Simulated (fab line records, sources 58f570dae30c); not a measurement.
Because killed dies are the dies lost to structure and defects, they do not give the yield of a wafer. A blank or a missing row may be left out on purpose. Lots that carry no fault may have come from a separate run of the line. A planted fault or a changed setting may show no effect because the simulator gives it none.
Problem report in the 8D (eight disciplines) form, filled by code / flow berkeley cmos170 / the parts of the form that need people (team, actions taken, sign-off) are left out

1. WHAT IS WRONG
o2 flow sccm at UCB170_PVT_STRIP_08 reads a mean of 598.4 sccm on 2 wafers of 1 lot; wafers without a fault read 399.8 sccm with a standard deviation of 1.2. So: +99 or more standard deviations from the usual mean.
The step: strips in O2.
Seen first at day 7 17:38 on plasma asher-02, wafer L392.4. Wafers with a number at this step in the record: 39, from 13 lots. Rule for "out", or "out of limits": more than 4 standard deviations from the usual mean. The rest of the wafers with a number are treated as sound.

2. WHAT IT IS AND WHAT IT IS NOT
question=which readings at this step | is=o2 flow sccm, oes product au, strip time to endpoint s | is not=drypump motor current A
question=which lots | is=L392 | is not=L379, L380, L381, L382, L383, L384, L387, L388, L389, L391, L400, L401
question=which wafers of those lots | is=L392.4, L392.6 | is not=L392.5
question=read on which tools | is=plasma asher-02 | is not=plasma asher-01, plasma asher-04
question=when | is=from day 7 17:38 | is not=up to then (28 sound wafers); but 9 sound wafers of L391, L400, L401 came after

3. SUSPECTS, AND WHAT RULES EACH OUT
Counting: any tool at a process step up to the reading remains a suspect provided it ran every lot that is out. Sound lots after the first of them don't rule it out here, since some wafers of a struck lot are sound.
- plasma asher-02 at UCB170_PVT_STRIP_08 (strips in O2): kept. It ran the lot that is out, L392 (day 7 17:38); its last sound lot up to then is L389 (day 7 10:37). Its own o2 flow sccm, oes product au, strip time to endpoint s readings are out on those wafers.
- At UCB170_PVT_STRIP_08 on plasma asher-02, chamber 0 took the sound wafers of the same lots and chamber 1 took the wafers that are out.
Remaining after the count: plasma asher-02 at UCB170_PVT_STRIP_08.

4. THE CAUSE (what the simulator had put in)
plasma asher-02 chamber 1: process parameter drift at UCB170_PVT_STRIP_08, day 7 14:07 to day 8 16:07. Setting o2 flow sccm shifted by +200 from 400. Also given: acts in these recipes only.
Only this tool survived the counting.

5. THE EFFECT CHAIN, in route order
Each row: a reading whose mean over the struck wafers that have a number lies more than 3 standard deviations from the usual. Scope: only readings with a usual standard deviation given in the record; hours: median across lots of the time from each lot's start at the first step in this table that gives one to its start at this step; sigmas: change in usual standard deviations.
hours=0; step=UCB170_PVT_STRIP_08; reading=o2 flow sccm; usual=399.8 sccm; on struck wafers=598.4; change=+198.6; sigmas=+99 or more
hours=0; step=UCB170_PVT_STRIP_08; reading=oes product au; usual=0.735 a.u.; on struck wafers=0.756; change=+0.021; sigmas=+4.9
hours=0; step=UCB170_PVT_STRIP_08; reading=strip time to endpoint s; usual=21.64 s; on struck wafers=20.64; change=-1.00; sigmas=-16
It contains these process steps:
- UCB170_PVT_STRIP_08: strips in O2.
At these later measuring or inspecting steps, every struck wafer for which the step has a row has a number for every such reading, and none has moved that far: UCB170_GATE_OVL_MEAS_13.

6. HOW IT WOULD HAVE BEEN CAUGHT EARLIER
In this record no reading fell out of limits until day 7 17:38, 4 hours after the fault had begun at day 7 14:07.
